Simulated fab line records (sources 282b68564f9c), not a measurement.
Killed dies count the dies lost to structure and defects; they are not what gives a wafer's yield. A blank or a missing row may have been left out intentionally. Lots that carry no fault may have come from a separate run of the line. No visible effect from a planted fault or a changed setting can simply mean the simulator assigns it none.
8D (eight disciplines) problem report, filled in by code | flow rit_cmos | the parts of the form that need people (team, actions taken, sign-off) are left out

== 1. THE PROBLEM ==
Wafers without a fault read 260.04 mTorr, standard deviation 0.25; chamber_pressure_mTorr at RIT_ACTIVE_ETCH_13 reads a mean of 311.79 mTorr on 3 wafers belonging to 2 lots. So: +99 or more standard deviations from the usual mean.
The step: etches Si3N4 in SF6, stops on SiO2, time 210 s, target depth 210 nm.
Seen first at day 5 18:43 on rie_diel-01, wafer L605.4. At this step, 42 wafers from 14 lots have a number in the record. Rule for "out" (also "out of limits"): further than 4 standard deviations from the usual mean. All remaining wafers that have a number are taken as sound.

== 2. WHAT IT IS, AND WHAT IT ISN'T ==
question                    | is                     | is not
which readings at this step | chamber_pressure_mTorr | drypump_motor_current_A, oes_product_au, rf_fwd_power_W, throttle_valve_pct
which lots                  | L605, L608             | L585, L587, L588, L589, L590, L592, L594, L595, L596, L597, L598, L599
which wafers of those lots  | L605.4, L605.6, L608.2 | L605.1, L608.4, L608.6
read on which tools         | rie_diel-01            | rie_diel-03, rie_diel-04
when                        | from day 5 18:43       | up to then (37 sound wafers); but 2 sound wafers of L608 came after

== 3. SUSPECTS, AND WHAT RULES EACH OUT ==
Counting: if a tool at a process step up to the reading ran every lot that is out, it stays a suspect. Sound lots after the first of them don't rule it out here, since some wafers of a struck lot are sound.
- rie_diel-01 at RIT_ACTIVE_ETCH_13 (etches Si3N4 in SF6, stops on SiO2, time 210 s, target depth 210 nm): kept. It processed each lot that is out (first: L605, day 5 18:43); up to then, its last sound lot is L599 (day 4 13:32). On those wafers its own readings are out: chamber_pressure_mTorr.
- In rie_diel-01 at RIT_ACTIVE_ETCH_13, the wafers that are out were processed in chamber 2 and their sound lot-mates in chambers 0, 1, 3.
The count leaves rie_diel-01 at RIT_ACTIVE_ETCH_13.

== 4. THE CAUSE (what the simulator had put in) ==
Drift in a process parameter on rie_diel-01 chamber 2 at RIT_ACTIVE_ETCH_13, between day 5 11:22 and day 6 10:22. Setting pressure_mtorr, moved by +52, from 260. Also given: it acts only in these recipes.
Only this tool survived the counting.

== 5. THE CHAIN OF EFFECTS, in route order ==
Rows list readings where the struck wafers' mean (over those with a number) sits beyond 3 standard deviations from the usual. Only readings whose record carries a usual standard deviation are examined. hours: median over the lots of the time between each lot's start at the first step of this table that gives one and its start at this step. sigmas: the change, counted in usual standard deviations.
hours | step               | reading                | usual        | on struck wafers | change | sigmas
0     | RIT_ACTIVE_ETCH_13 | chamber_pressure_mTorr | 260.04 mTorr | 311.79           | +51.75 | +99 or more
The process steps in it:
- RIT_ACTIVE_ETCH_13: etches Si3N4 in SF6, stops on SiO2, time 210 s, target depth 210 nm.

== 6. HOW IT WOULD HAVE BEEN CAUGHT EARLIER ==
In this record the first reading out of limits was taken at day 5 18:43, 7 hours after the fault began at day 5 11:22.
